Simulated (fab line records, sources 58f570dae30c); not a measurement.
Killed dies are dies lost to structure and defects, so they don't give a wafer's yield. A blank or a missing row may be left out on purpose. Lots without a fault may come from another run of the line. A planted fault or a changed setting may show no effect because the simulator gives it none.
Tool commonality check | flow berkeley_cmos170 | 14 lots, 42 wafers sampled

WHY IT WAS OPENED
At UCB170_NLDD_CD_MEAS_06 the reading cd_nm is flagged on 2 of 14 lots. Wafers without a fault read 1200.5 nm, standard deviation 1.3.
Rule: a lot is flagged when every wafer of it that has a number lies more than 4 standard deviations from that mean, or none has a number. The other lots count as sound.

lot  | measured     | on        | cd_nm (nm), wafer by wafer | flag
L521 | day 7 05:00  | cd_sem-01 | 1201.9 1201.9 1201.7       |
L522 | day 7 05:41  | cd_sem-01 | 1200.5 1201.2 1200.7       |
L525 | day 7 14:05  | cd_sem-02 | 1197.2 1197.9 1198.6       |
L523 | day 7 14:58  | cd_sem-01 | 1200.1 1198.8 1198.2       |
L524 | day 7 15:15  | cd_sem-02 | 1201.4 1200.0 1200.6       |
L526 | day 8 11:59  | cd_sem-02 | 1199.0 1198.8 1199.4       |
L527 | day 8 12:28  | cd_sem-02 | 1200.5 1200.0 1199.1       |
L530 | day 8 21:55  | cd_sem-02 | 1201.8 1199.5 1201.4       |
L529 | day 8 22:29  | cd_sem-01 | 1202.1 1201.3 1202.1       |
L531 | day 9 22:34  | cd_sem-02 | 1131.4 1131.5 1133.8       | FLAGGED
L533 | day 10 08:11 | cd_sem-01 | 1139.1 1140.1 1139.6       | FLAGGED
L541 | day 11 13:50 | cd_sem-01 | 1201.5 1200.2 1200.6       |
L542 | day 11 14:09 | cd_sem-01 | 1200.7 1200.5 1201.9       |
L538 | day 11 14:36 | cd_sem-01 | 1204.0 1202.8 1202.2       |
The numbers of the flagged lots are 1135.9 nm on average: -64.6 nm against the usual, or -50 standard deviations.

WHICH TOOL RAN EACH LOT
The record holds 1 process step before the reading, out of a route of 331 steps. In each cell: the tool, then ch and the chambers that the sampled wafers went through, then the start.
lot  | flag    | UCB170_NLDD_PEB_04
L521 |         | litho_track-04 ch 0, day 7 04:44
L522 |         | litho_track-04 ch 0, day 7 05:25
L525 |         | litho_track-01 ch 0, day 7 13:49
L523 |         | litho_track-04 ch 0, day 7 14:41
L524 |         | litho_track-04 ch 0, day 7 14:59
L526 |         | litho_track-03 ch 0, day 8 11:43
L527 |         | litho_track-04 ch 0, day 8 12:11
L530 |         | litho_track-03 ch 0, day 8 21:38
L529 |         | litho_track-03 ch 0, day 8 22:13
L531 | FLAGGED | litho_track-03 ch 0, day 9 22:17
L533 | FLAGGED | litho_track-03 ch 0, day 10 07:55
L541 |         | litho_track-04 ch 0, day 11 13:34
L542 |         | litho_track-04 ch 0, day 11 13:53
L538 |         | litho_track-01 ch 0, day 11 14:20
What these steps do:
- UCB170_NLDD_PEB_04
- UCB170_NLDD_CD_MEAS_06: target cd 1200 nm.

FLAGGED OVER TOTAL, TOOL BY TOOL (the gauges that took the reading come last)
step                   | tool           | lots run | flagged | share of the flagged lots | sound lots run after its first flagged lot
UCB170_NLDD_PEB_04     | litho_track-01 | 2        | 0       | none                      | -
UCB170_NLDD_PEB_04     | litho_track-03 | 5        | 2       | all                       | 0
UCB170_NLDD_PEB_04     | litho_track-04 | 7        | 0       | none                      | -
UCB170_NLDD_CD_MEAS_06 | cd_sem-01      | 8        | 1       | some                      | 3 (L541,L542,L538)
UCB170_NLDD_CD_MEAS_06 | cd_sem-02      | 6        | 1       | some                      | 0

WHAT THE TABLE ALLOWS
1 row of the table ran every flagged lot: litho_track-03 at UCB170_NLDD_PEB_04.
- litho_track-03 at UCB170_NLDD_PEB_04: 2 of its 5 lots flagged. Its last sound lot is L529 (day 8 22:13), its first flagged lot L531 (day 9 22:17): a fault that began between those two fits. Its own readings lie more than 4 standard deviations out on every wafer of the flagged lots: heater_power_total_W.
One tool is left: litho_track-03 at UCB170_NLDD_PEB_04.

WHAT THE SIMULATOR HAD PUT IN
Process parameter drift: litho_track-03, from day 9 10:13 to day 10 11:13, at UCB170_NLDD_PEB_04. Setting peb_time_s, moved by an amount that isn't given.
Lots struck among those shown: L531, L533. The rule above found the same.
